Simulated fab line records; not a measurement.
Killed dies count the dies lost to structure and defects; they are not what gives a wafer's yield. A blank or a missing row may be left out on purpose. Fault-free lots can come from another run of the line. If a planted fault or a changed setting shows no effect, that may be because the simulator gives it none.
Problem report, 8D (eight disciplines) form, completed by code :: flow ritCmos :: the parts of the form that need people (team, actions taken, sign-off) are left out

== 1. THE ISSUE ==
At RIT_GATE_ETCH_19, rfFwdPowerW averages 223.4 W over 2 wafers from 2 lots, while fault-free wafers read 159.3 W, standard deviation 0.49. That is +99 or more standard deviations from the usual mean.
The step: etches poly-Si in SF6/CHF3/O2, stops on SiO2, time 165 s, target depth 312.5 nm.
Earliest sighting: wafer L359.2 on rieSi-02 at day 4 21:53. At this step, 39 wafers from 13 lots have a number in the record. Rule for "out", or "out of limits": more than 4 standard deviations from the usual mean. The rest of the wafers with a number are treated as sound.

== 2. WHAT IT IS, WHAT IT ISN'T ==
question: which readings at this step
is: rfFwdPowerW
is not: SF6_flow_sccm, chamberPressureMTorr, drypumpMotorCurrentA, oesProductAu, throttleValvePct

question: which lots
is: L359, L361
is not: L349, L350, L351, L352, L357, L362, L364, L366, L368, L370, L372

question: which wafers of those lots
is: L359.2, L361.2
is not: L359.1, L359.4, L361.1, L361.3

question: read on which tools
is: rieSi-02
is not: rieSi-01

question: when
is: from day 4 21:53
is not: up to then (17 sound wafers); but 20 sound wafers of L361, L362, L364, L366, L368, L370, L372 came after

== 3. WHAT RULES OUT EACH SUSPECT ==
Counting: a tool at a process step up to the reading stays a suspect if it ran every lot that is out. Sound lots after the first of them don't rule it out here, since some wafers of a struck lot are sound.
- rieSi-02 at RIT_GATE_ETCH_19 (etches poly-Si in SF6/CHF3/O2, stops on SiO2, time 165 s, target depth 312.5 nm): kept. Every lot that is out went through it, the first being L359 (day 4 21:53); the last sound lot it ran before that was L357 (day 4 08:38). Its own rfFwdPowerW readings are out on those wafers.
- In rieSi-02 at RIT_GATE_ETCH_19, the wafers that are out were processed in chamber 3 and their sound lot-mates in chambers 0, 2.
After counting, what remains is rieSi-02 at RIT_GATE_ETCH_19.

== 4. THE CAUSE (what the simulator had put in) ==
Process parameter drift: rieSi-02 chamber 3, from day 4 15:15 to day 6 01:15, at RIT_GATE_ETCH_19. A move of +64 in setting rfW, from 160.
After counting, this tool was the only one left.

== 5. SEQUENCE OF EFFECTS, ordered by route ==
Each row: a reading whose mean over the struck wafers that have a number lies more than 3 standard deviations from the usual. Scope: only readings with a usual standard deviation given in the record; hours: median across lots of the time from each lot's start at the first step in this table that gives one to its start at this step; sigmas: change in usual standard deviations.
hours: 0
step: RIT_GATE_ETCH_19
reading: rfFwdPowerW
usual: 159.3 W
on struck wafers: 223.4
change: +64.1
sigmas: +99 or more
Process steps it contains:
- RIT_GATE_ETCH_19: etches poly-Si in SF6/CHF3/O2, stops on SiO2, time 165 s, target depth 312.5 nm.

== 6. WHAT WOULD HAVE CAUGHT IT SOONER ==
The fault began at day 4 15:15; the first out-of-limits reading in this record came at day 4 21:53, 7 hours later.
